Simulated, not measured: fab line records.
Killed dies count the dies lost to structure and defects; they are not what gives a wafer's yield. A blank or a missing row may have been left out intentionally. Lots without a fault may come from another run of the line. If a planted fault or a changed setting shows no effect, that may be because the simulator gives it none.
Which tool was responsible? -- flow berkeley cmos170 -- Sampling: 13 lots, 39 wafers, 5 of 331 route steps

== WHAT EACH GAUGE READ, for each wafer ==
UCB170_PLDD_OVL_MEAS_07. Usual: PLDD_OVL 0 nm, standard deviation 4.9.
lot,measured,on,PLDD_OVL (nm),flag
L635,day 7 08:15,overlay-01,-7 -3 -5,
L636,day 7 17:06,overlay-02,2 1 1,
L638,day 7 17:07,overlay-01,-4 4 2,
L637,day 7 17:22,overlay-02,3 -8 0,
L640,day 8 00:47,overlay-02,-5 -7 -7,
L650,day 10 02:41,overlay-01,-2 -2 -1,
L649,day 10 02:58,overlay-02,0 2 -3,
L653,day 10 15:53,overlay-02,5 -3 1,
L651,day 10 16:08,overlay-02,10 8 5,
L654,day 11 01:35,overlay-02,-3 -6 -8,
L655,day 11 01:55,overlay-01,-4 -4 -8,
L652,day 11 02:10,overlay-02,0 -8 0,
L656,day 12 06:03,overlay-01,-2 0 1,

UCB170_NLDD_CD_MEAS_06: the cd target is 1200 nm. Usual: cd nm reads 1200.0 nm (standard deviation 1.5).
lot,measured,on,cd nm (nm),flag
L635,day 7 09:52,cd sem-01,1201.7 1202.3 1201.1,
L636,day 7 18:41,cd sem-02,1201.4 1202.4 1200.7,
L638,day 7 18:57,cd sem-01,1200.0 1199.9 1202.0,
L637,day 7 19:10,cd sem-02,1201.3 1201.6 1201.6,
L640,day 8 02:46,cd sem-02,- - -,OFF
L650,day 10 04:31,cd sem-02,1201.4 1200.0 1200.5,
L649,day 10 04:44,cd sem-01,1201.9 1201.2 1201.8,
L653,day 10 19:19,cd sem-01,1200.8 1201.3 1198.5,
L651,day 10 19:32,cd sem-01,1199.3 1197.2 1198.5,
L654,day 11 03:09,cd sem-02,1199.6 1199.3 1199.2,
L655,day 11 03:29,cd sem-02,1200.8 1201.5 1200.5,
L652,day 11 04:14,cd sem-01,1199.4 1199.0 1198.3,
L656,day 12 08:23,cd sem-02,1201.6 1201.1 1199.7,

UCB170_NLDD_TW_MEAS_11. Usual: NLDD_TW 2210, standard deviation 26.
lot,measured,on,NLDD_TW,flag
L635,day 7 10:25,film metro-03,2177 2182 2182,
L636,day 7 19:13,film metro-01,2215 2207 2197,
L638,day 7 19:30,film metro-03,2172 2179 2187,
L637,day 7 19:44,film metro-03,2191 2183 2183,
L640,day 8 03:20,film metro-03,30 30 30,OFF
L650,day 10 05:02,film metro-02,2251 2243 2241,
L649,day 10 05:17,film metro-03,2183 2177 2174,
L653,day 10 19:51,film metro-03,2185 2184 2191,
L651,day 10 20:05,film metro-01,2212 2213 2204,
L654,day 11 03:40,film metro-02,2264 2242 2265,
L655,day 11 04:02,film metro-02,2257 2241 2264,
L652,day 11 04:47,film metro-01,2217 2200 2215,
L656,day 12 08:56,film metro-02,2232 2245 2232,

== EACH LOT AND THE TOOL THAT RAN IT (in order: tool; ch and the chambers of the sampled wafers; start) ==
lot,UCB170_GATE_ETCH_14,UCB170_NLDD_EXPOSE_03
L635,"rie diel-02 ch 1,2,3, day 7 05:56","krf scanner-01 ch 0, day 7 09:25"
L636,"rie diel-01 ch 0,1,2, day 7 15:02","krf scanner-01 ch 0, day 7 18:17"
L638,"rie diel-04 ch 0,2,3, day 7 15:05","krf scanner-02 ch 0, day 7 18:34"
L637,"rie diel-02 ch 0,1,2, day 7 15:18","krf scanner-01 ch 0, day 7 18:47"
L640,"rie diel-04 ch 0,3, day 7 23:08","krf scanner-02 ch 0, day 8 02:14"
L650,"rie diel-04 ch 1,2,3, day 10 00:41","krf scanner-02 ch 0, day 10 04:07"
L649,"rie diel-02 ch 0,1,3, day 10 00:48","krf scanner-01 ch 0, day 10 04:20"
L653,"rie diel-02 ch 1,3, day 10 13:51","krf scanner-01 ch 0, day 10 18:55"
L651,"rie diel-01 ch 1,3, day 10 14:21","krf scanner-02 ch 0, day 10 19:08"
L654,"rie diel-04 ch 2,3, day 11 00:03","krf scanner-02 ch 0, day 11 02:45"
L655,"rie diel-02 ch 0,1,3, day 11 00:19","krf scanner-02 ch 0, day 11 03:05"
L652,"rie diel-02 ch 1,2, day 11 00:24","krf scanner-01 ch 0, day 11 03:28"
L656,"rie diel-02 ch 1,2,3, day 12 04:12","krf scanner-02 ch 0, day 12 07:20"
- UCB170_GATE_ETCH_14: etches BARC in N2/H2.
- UCB170_NLDD_EXPOSE_03: exposes mask NSELECT, target cd 1200 nm.

== AS READ BY THE TOOLS THEMSELVES (means over the sampled wafers that have a number; for cases with no such wafer, the mark the record gives instead) ==
UCB170_GATE_ETCH_14. Usual: drypump motor current A 5.6 A, standard deviation 0.43; h2 flow sccm 200.1 sccm, standard deviation 0.52; oes product au 0.997 a.u., standard deviation 0.019; throttle valve pct 13.34 %, standard deviation 0.19.
lot,tool,drypump motor current A (A),h2 flow sccm (sccm),oes product au (a.u.),throttle valve pct (%),flag
L635,rie diel-02,5.4,199.8,1.001,13.22,
L636,rie diel-01,5.9,199.8,1.007,13.35,
L638,rie diel-04,5.7,200.6,0.979,13.27,
L637,rie diel-02,5.5,199.7,1.006,13.22,
L640,rie diel-04,5.7,200.0,0.986,13.18,
L650,rie diel-04,5.7,200.6,0.990,13.45,
L649,rie diel-02,5.2,200.4,0.996,13.30,
L653,rie diel-02,5.0,200.4,0.988,13.30,
L651,rie diel-01,6.0,199.9,1.011,13.61,
L654,rie diel-04,5.6,200.6,0.971,13.39,
L655,rie diel-02,5.2,200.0,0.988,13.31,
L652,rie diel-02,5.7,200.2,1.026,13.13,
L656,rie diel-02,5.4,200.4,1.005,13.22,

== THE ANSWER, worked out from the rows above alone ==
Rule: a lot counts as off when the mean over its wafers that have a number is more than 3 standard deviations away from the usual mean. Also off: a lot with no number at a reading for which 4 or more lots have one. Where the step has rows for the other lots, those lots are counted as sound. After the gauges, taken in route order, come the tools' own readings; for these a lot's mean is taken, as printed above. At the first step where some lot is off, the reading lying furthest off is the one used; lots without a number count as furthest.
Off: L640 (UCB170_NLDD_CD_MEAS_06, cd nm). Without a number there: L640.
If a tool, at a process step before that reading, ran all the lots that are off and no sound lot after the first of them, it fits. The gauges at UCB170_NLDD_CD_MEAS_06 aren't tried: what is off there is off at UCB170_NLDD_TW_MEAS_11 too, on other tools, and a gauge's error can't cause that. Not one of the candidates tried fits.

== WHAT THE SIMULATOR HAD INSERTED ==
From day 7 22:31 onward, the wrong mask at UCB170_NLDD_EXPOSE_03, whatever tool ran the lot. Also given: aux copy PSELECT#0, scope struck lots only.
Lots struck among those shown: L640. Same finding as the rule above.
